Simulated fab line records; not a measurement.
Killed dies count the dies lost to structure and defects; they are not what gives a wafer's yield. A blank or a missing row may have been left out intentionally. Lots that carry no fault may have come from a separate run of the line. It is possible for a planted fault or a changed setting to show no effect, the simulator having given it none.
Chamber matching / flow berkeleyCmos170 / UCB170_GATE_ETCH_15 on rieSi-01: 4 sister chambers
The step etches poly-Si in HBr/Cl2, stops on SiO2, time 56.3 s, target depth 278.2 nm. 14 wafers are shown with their chamber, then 7 later ones without.

== WAFERS, EACH WITH ITS CHAMBER ==
wafer=L475.2; chamber=0; drypumpMotorCurrentA (A)=5.91; throttleValvePct (%)=26.72; runLengthS (s)=84.4
wafer=L475.3; chamber=3; drypumpMotorCurrentA (A)=5.97; throttleValvePct (%)=26.39; runLengthS (s)=85.1
wafer=L475.4; chamber=1; drypumpMotorCurrentA (A)=5.52; throttleValvePct (%)=26.13; runLengthS (s)=84.2
wafer=L480.1; chamber=1; drypumpMotorCurrentA (A)=5.49; throttleValvePct (%)=26.12; runLengthS (s)=84.5
wafer=L480.4; chamber=1; drypumpMotorCurrentA (A)=5.49; throttleValvePct (%)=26.13; runLengthS (s)=84.8
wafer=L480.6; chamber=2; drypumpMotorCurrentA (A)=5.11; throttleValvePct (%)=26.71; runLengthS (s)=84.5
wafer=L479.1; chamber=2; drypumpMotorCurrentA (A)=5.10; throttleValvePct (%)=26.71; runLengthS (s)=84.5
wafer=L479.4; chamber=2; drypumpMotorCurrentA (A)=5.11; throttleValvePct (%)=26.70; runLengthS (s)=84.3
wafer=L479.5; chamber=1; drypumpMotorCurrentA (A)=5.52; throttleValvePct (%)=26.12; runLengthS (s)=84.3
wafer=L491.4; chamber=3; drypumpMotorCurrentA (A)=5.95; throttleValvePct (%)=26.29; runLengthS (s)=85.0
wafer=L491.5; chamber=2; drypumpMotorCurrentA (A)=5.11; throttleValvePct (%)=26.71; runLengthS (s)=84.3
wafer=L491.6; chamber=1; drypumpMotorCurrentA (A)=5.51; throttleValvePct (%)=26.15; runLengthS (s)=84.5
wafer=L492.2; chamber=1; drypumpMotorCurrentA (A)=5.52; throttleValvePct (%)=26.15; runLengthS (s)=84.3
wafer=L492.4; chamber=0; drypumpMotorCurrentA (A)=5.91; throttleValvePct (%)=26.72; runLengthS (s)=84.4

SIGNATURES, as means of the wafers listed above
reading=drypumpMotorCurrentA; chamber 0=5.9100; chamber 1=5.5083; chamber 2=5.1075; chamber 3=5.9600; scatter within a chamber=0.0117
reading=throttleValvePct; chamber 0=26.7200; chamber 1=26.1333; chamber 2=26.7075; chamber 3=26.3400; scatter within a chamber=0.0245
reading=runLengthS; chamber 0=84.400; chamber 1=84.433; chamber 2=84.400; chamber 3=85.050; scatter within a chamber=0.167
Rule: for each reading, subtract the chamber's mean from the wafer's reading, divide by that reading's scatter and square the result; add these up over the readings and take the root, which gives the wafer's distance from the chamber. If the next closest chamber is less than 2 further off than the closest, the wafer can't be placed; otherwise it belongs to the closest. The scatter is the square root of a quotient: the sum, over the shown wafers, of each reading's squared deviation from its chamber's mean, divided by wafers minus chambers.

== WAFERS MISSING THEIR CHAMBER ==
wafer=L492.5; drypumpMotorCurrentA (A)=5.53; throttleValvePct (%)=26.14; runLengthS (s)=84.5
wafer=L495.4; drypumpMotorCurrentA (A)=5.11; throttleValvePct (%)=26.70; runLengthS (s)=84.4
wafer=L495.5; drypumpMotorCurrentA (A)=5.92; throttleValvePct (%)=26.72; runLengthS (s)=84.0
wafer=L495.6; drypumpMotorCurrentA (A)=5.52; throttleValvePct (%)=26.14; runLengthS (s)=84.2
wafer=L497.3; drypumpMotorCurrentA (A)=5.93; throttleValvePct (%)=26.28; runLengthS (s)=84.9
wafer=L497.4; drypumpMotorCurrentA (A)=5.51; throttleValvePct (%)=26.14; runLengthS (s)=85.0
wafer=L497.6; drypumpMotorCurrentA (A)=5.95; throttleValvePct (%)=26.28; runLengthS (s)=85.0

== CHAMBER TAKEN BY EACH ==
wafer=L492.5; from the rows above=1; in truth=1
wafer=L495.4; from the rows above=2; in truth=2
wafer=L495.5; from the rows above=0; in truth=0
wafer=L495.6; from the rows above=1; in truth=1
wafer=L497.3; from the rows above=3; in truth=3
wafer=L497.4; from the rows above=1; in truth=1
wafer=L497.6; from the rows above=3; in truth=3
Correct placement for 7 of the 7. Not placeable from these rows: 0. Number placed wrongly: 0.
